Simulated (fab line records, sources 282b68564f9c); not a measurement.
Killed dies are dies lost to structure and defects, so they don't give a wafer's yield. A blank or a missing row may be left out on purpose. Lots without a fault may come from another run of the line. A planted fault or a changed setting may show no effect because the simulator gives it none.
Which tool did it? | flow rit_cmos | 14 lots, 42 wafers sampled, at 2 steps of a route of 202

WHAT THE GAUGES READ, wafer by wafer
RIT_SDANNEAL_RS_MEAS_05: measures by four-point-probe.
lot  | measured    | on            | NSD_RS (ohm/sq)
L290 | day 3 14:46 | film_metro-01 | 84.73 84.89 84.71
L292 | day 3 21:11 | film_metro-03 | 84.76 84.79 84.64
L295 | day 4 10:53 | film_metro-04 | - - -
L293 | day 4 11:00 | film_metro-03 | 84.36 84.51 84.57
L296 | day 4 15:38 | film_metro-01 | 84.67 84.66 84.64
L297 | day 4 20:42 | film_metro-03 | 85.14 84.57 84.86
L298 | day 5 00:13 | film_metro-03 | - - -
L300 | day 5 10:48 | film_metro-03 | 85.09 84.99 84.98
L302 | day 6 00:01 | film_metro-04 | 84.59 84.63 84.73
L303 | day 6 01:45 | film_metro-04 | 84.47 84.35 84.50
L305 | day 6 12:53 | film_metro-01 | 84.51 84.40 84.37
L307 | day 7 05:05 | film_metro-04 | 84.77 84.93 84.74
L308 | day 7 12:13 | film_metro-01 | 84.68 84.71 84.88
L311 | day 8 07:48 | film_metro-04 | 84.28 84.54 84.51

WHICH TOOL RAN EACH LOT (tool, then ch and the chambers of the sampled wafers, then the start)
lot  | RIT_NSD_IMPLANT_08
L290 | implanter-03 ch 0, day 3 12:07
L292 | implanter-03 ch 0, day 3 18:43
L295 | implanter-03 ch 0, day 4 08:20
L293 | implanter-04 ch 0, day 4 08:38
L296 | implanter-04 ch 0, day 4 13:18
L297 | implanter-01 ch 0, day 4 18:13
L298 | implanter-03 ch 0, day 4 21:37
L300 | implanter-01 ch 0, day 5 08:04
L302 | implanter-01 ch 0, day 5 21:34
L303 | implanter-01 ch 0, day 5 23:17
L305 | implanter-04 ch 0, day 6 10:32
L307 | implanter-01 ch 0, day 7 02:44
L308 | implanter-01 ch 0, day 7 09:40
L311 | implanter-03 ch 0, day 8 05:28
- RIT_NSD_IMPLANT_08

WHAT THE TOOLS THEMSELVES READ (means of the sampled wafers that have a number; where no wafer has one, the mark that the record gives instead)
RIT_NSD_IMPLANT_08.
lot  | tool         | end_station_pressure_torr (Torr) | tilt_deg (degrees)
L290 | implanter-03 | 7.7e-06                          | 7.012
L292 | implanter-03 | 7.9e-06                          | 6.991
L295 | implanter-03 | 7.6e-06                          | 6.971
L293 | implanter-04 | 7.2e-06                          | 6.996
L296 | implanter-04 | 7.8e-06                          | 7.042
L297 | implanter-01 | 7.9e-06                          | 6.991
L298 | implanter-03 | 7.4e-06                          | 7.013
L300 | implanter-01 | 7.1e-06                          | 6.988
L302 | implanter-01 | 7.5e-06                          | 7.032
L303 | implanter-01 | 7.2e-06                          | 6.996
L305 | implanter-04 | 7.6e-06                          | 6.990
L307 | implanter-01 | 7.7e-06                          | 6.979
L308 | implanter-01 | 7.8e-06                          | 7.004
L311 | implanter-03 | 7.9e-06                          | 7.001

THE ANSWER, worked out from the rows above alone
Rule: what is usual is taken from the lots themselves. Put in order of their means at a reading, lots are off if they are a third of the lots or fewer, leave a main group of 4 or more, and stand apart from it by a gap of 3 or more times the standard deviation of the main group's means; of several such gaps the widest counts. A main group whose means are all the same, to the digits that the tables above print for the reading, isn't used. A lot without any number at a reading at which 4 lots or more have one is off too. The other lots that the step has rows for count as sound. The gauges are gone through in route order, then the tools' own readings, and for those a lot's mean is taken as printed above. The first step at which some lot is off is used, and at that step the reading that is off furthest; a lot without a number counts as furthest.
Off: L295, L298, at RIT_SDANNEAL_RS_MEAS_05 (NSD_RS). Without a number there: L295, L298. The main group: mean 84.67 ohm/sq, standard deviation 0.18.
A tool fits if, at a process step before that reading, it ran every lot that is off, and no sound lot after the first of them. The gauges at RIT_SDANNEAL_RS_MEAS_05 are tried like those tools. None of those tried fits.

WHAT THE SIMULATOR HAD PUT IN
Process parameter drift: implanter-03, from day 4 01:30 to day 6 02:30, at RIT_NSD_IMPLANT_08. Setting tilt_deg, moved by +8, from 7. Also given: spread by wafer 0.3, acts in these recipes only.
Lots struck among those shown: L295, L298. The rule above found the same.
